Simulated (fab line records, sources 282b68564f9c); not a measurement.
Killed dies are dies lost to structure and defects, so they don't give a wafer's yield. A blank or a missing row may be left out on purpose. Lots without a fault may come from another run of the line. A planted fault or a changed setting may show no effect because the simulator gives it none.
fab line records | flow rit_cmos
record lots=14 wafers=42 last_day=7
route steps=202 shown PWELL@47 M1@202
lots that met no fault: from a run of the same line without faults
start_h: hours from the record's first day to the start of the lot's first wafer shown | wait_h: hours since the lot's step before | " the same as in the row above | L1.1+2: a row that stands for several wafers | - no value, or no start given | * or withheld: withheld | < > ~ a bound
route shown NAME@n: a module of which the file shows steps, and the number in the route of the first | usual: mean/standard deviation of fault-free wafers | same: alike in all rows | chamber/n: place in a boat | sites: the reading at each site | _std_site: their standard deviation | _edge_site: outer sites' mean less inner sites' | radius_mm: how far each site lies from the wafer's centre | mask NAME#n: copy n | behind: the tool/chamber that last shaped the wafer | hold: why the lot was held/for how many hours/how that ended | device: the transistor (n, p or np) that didn't switch | end of line: the same wafers' tests at the end of the route | a step without rows: its recipe alone | killed: dies lost to structure and defects at the first sort, not the wafer's yield | map: a wafer's dies, x killed, . not, _ none there
set.NAME: the setting as run; set.NAME@STEP: as run at that earlier step | model.NAME: the simulator's own value behind a step, which no gauge read
steps of the route over a sample of lots; a table a step, a row a wafer
services: from which hour (start_h, from the record's first day; less than 0 if before it) a tool's chamber was out of use, for how many hours, and why
## steps
# step RIT_PWELL_IMPLANT_08
# recipe species=B energy_kev=170 dose_cm2=7e+13 tilt_deg=7
# usual dose_ions_cm2=6.999e+13/8.8e+10
# columns lot.wafer tool chamber start_h wait_h dose_ions_cm2
L352.2 implanter-01 0 22.93 0.2 7.013e+13
L352.3 " 0 " " 7.002e+13
L352.4 " 0 " " 7.002e+13
L353.1 implanter-03 0 27.16 0.2 6.999e+13
L353.2 " 0 " " 6.994e+13
L353.5 " 0 " " 6.998e+13
L354.3 implanter-03 0 33.51 0.2 7.01e+13
L354.4 " 0 " " 7.003e+13
L354.6 " 0 " " 7.008e+13
L355.1 implanter-01 0 37.65 0.2 6.999e+13
L355.2 " 0 " " 7.001e+13
L355.3 " 0 " " 7.018e+13
L356.1 implanter-04 0 42.43 0.2 6.989e+13
L356.3 " 0 " " 6.978e+13
L356.4 " 0 " " 6.995e+13
L358.2 implanter-04 0 53.58 0.2 6.989e+13
L358.3 " 0 " " 6.99e+13
L358.6 " 0 " " 6.988e+13
L362.1 implanter-03 0 72.32 0.2 7.007e+13
L362.3 " 0 " " 7.014e+13
L362.5 " 0 " " 7.02e+13
L363.2 implanter-01 0 78.95 0.2 7.003e+13
L363.3 " 0 " " 7.004e+13
L363.4 " 0 " " 7e+13
L367.2 implanter-01 0 97.64 0.2 7.001e+13
L367.3 " 0 " " 7.003e+13
L367.5 " 0 " " 6.998e+13
L369.1 implanter-01 0 110.16 0.2 7.002e+13
L369.3 " 0 " " 6.991e+13
L369.5 " 0 " " 6.994e+13
L372.3 implanter-01 0 124.30 0.2 7.119e+13
L372.4 " 0 " " 7.115e+13
L372.6 " 0 " " 7.1e+13
L373.3 implanter-01 0 127.76 0.2 7.09e+13
L373.5 " 0 " " 7.087e+13
L373.6 " 0 " " 7.097e+13
L374.1 implanter-03 0 133.00 0.2 6.996e+13
L374.2 " 0 " " 6.987e+13
L374.6 " 0 " " 6.98e+13
L375.1 implanter-03 0 140.09 0.2 6.993e+13
L375.3 " 0 " " 6.997e+13
L375.4 " 0 " " 6.996e+13
# step RIT_WELLDRIVE_RS_MEAS_02
# recipe thk_meas_gauge=four-point-probe
# usual PWELL_RS=429.5/1.2
# columns lot.wafer tool chamber start_h wait_h PWELL_RS[ohm/sq]
L352.2 film_metro-04 - 28.52 0.1 430.8
L352.3 " - " " 429.5
L352.4 " - " " 430.5
L353.1 film_metro-04 - 33.05 0.1 429.4
L353.2 " - " " 430.6
L353.5 " - " " 430.2
L354.3 film_metro-04 - 39.09 0.1 427.0
L354.4 " - " " 428.6
L354.6 " - " " 429.4
L355.1 film_metro-04 - 43.65 0.1 429.8
L355.2 " - " " 429.5
L355.3 " - " " 430.6
L356.1 film_metro-01 - 48.58 0.1 428.7
L356.3 " - " " 430.0
L356.4 " - " " 428.9
L358.2 film_metro-04 - 59.17 0.1 431.6
L358.3 " - " " 430.9
L358.6 " - " " 429.6
L362.1 film_metro-03 - 78.21 0.1 429.2
L362.3 " - " " 432.9
L362.5 " - " " 430.7
L363.2 film_metro-01 - 84.54 0.1 429.9
L363.3 " - " " 430.2
L363.4 " - " " 428.6
L367.2 film_metro-04 - 105.47 0.1 430.3
L367.3 " - " " 429.1
L367.5 " - " " 428.4
L369.1 film_metro-03 - 115.81 0.1 429.1
L369.3 " - " " 429.8
L369.5 " - " " 429.8
L372.3 film_metro-01 - 129.88 0.1 424.3
L372.4 " - " " 424.7
L372.6 " - " " 424.1
L373.3 film_metro-04 - 134.10 0.1 426.4
L373.5 " - " " 425.2
L373.6 " - " " 426.5
L374.1 film_metro-04 - 139.15 0.1 428.8
L374.2 " - " " 430.1
L374.6 " - " " 428.9
L375.1 film_metro-01 - 145.68 0.1 428.7
L375.3 " - " " 428.9
L375.4 " - " " 429.2
# step RIT_M1_PROBE_99
# usual killed_at_M0_to_M3=0.0/0.083 killed_at_contacts=0.1/0.31 killed_at_front_end=7/3.3 killed_dies=7/3.3 killed_open=3.4/2.2 killed_short=3.5/2
# same gross_dies=264 killed_at_M4_up=0 killed_at_back_side=0 killed_at_other=0
# columns lot.wafer tool chamber start_h wait_h killed_at_M0_to_M3 killed_at_contacts killed_at_front_end killed_dies killed_open killed_short
L367.2 prober-02 - 135.17 0.1 0 0 9 9 4 4
L367.3 prober-02 - 135.22 0.2 0 0 3 3 1 2
L367.5 prober-02 - 135.32 0.2 0 0 7 7 5 2
# killed by level:class
L367.2 FOX1:geometric_particle:short=2 FOX1:geometric_particle:open=2 FOX2:geometric_particle:open=1 GATE:geometric_particle:open=1 GATE:geometric_particle:short=1 SILICIDE:geometric_particle:short=1 NRETRO:coat_microbubble_printed=1
L367.3 FOX1:geometric_particle:short=1 FOX1:geometric_particle:open=1 SPACER:geometric_particle:short=1
L367.5 GATE:geometric_particle:short=2 SPACER:geometric_particle:open=2 SILICIDE:geometric_particle:open=2 GATE:geometric_particle:open=1
## services
# columns tool chamber start_h hours kind
implanter-04 - 11.50 2.7 repair
implanter-04 - 19.62 1.5 repair
implanter-01 - 38.72 2.7 pm
implanter-04 - 66.68 4.8 pm
implanter-04 - 79.32 2.0 repair
implanter-04 - 133.15 2.9 repair
## key
first_sign step=RIT_PWELL_IMPLANT_08 reading=dose_ions_cm2 direction=up sigmas=12 usual=6.999e+13 struck=7.101e+13
effect step=RIT_WELLDRIVE_RS_MEAS_02 reading=PWELL_RS direction=down sigmas=3.7 usual=429.5 struck=425.2
met_at RIT_PWELL_IMPLANT_08
struck_lots L372,L373
tester_left_out L372,L373
onset_between 110.16 124.30
fault kind=process_parameter_drift tool=implanter-01 chamber=- onset_h=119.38 steps=RIT_PWELL_IMPLANT_08 channel=dose_cm2 offset=9.9518e+11 shape=step end_h=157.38 acts_in=these_recipes_only stated=7e+13
# tester_left_out: of these lots the tester's yield and bins aren't shown, on N5 and GAA mostly nor the transistor test; their killed dies are dies lost to structure and defects alone, not to doping, threshold or leakage, so they don't give the yield
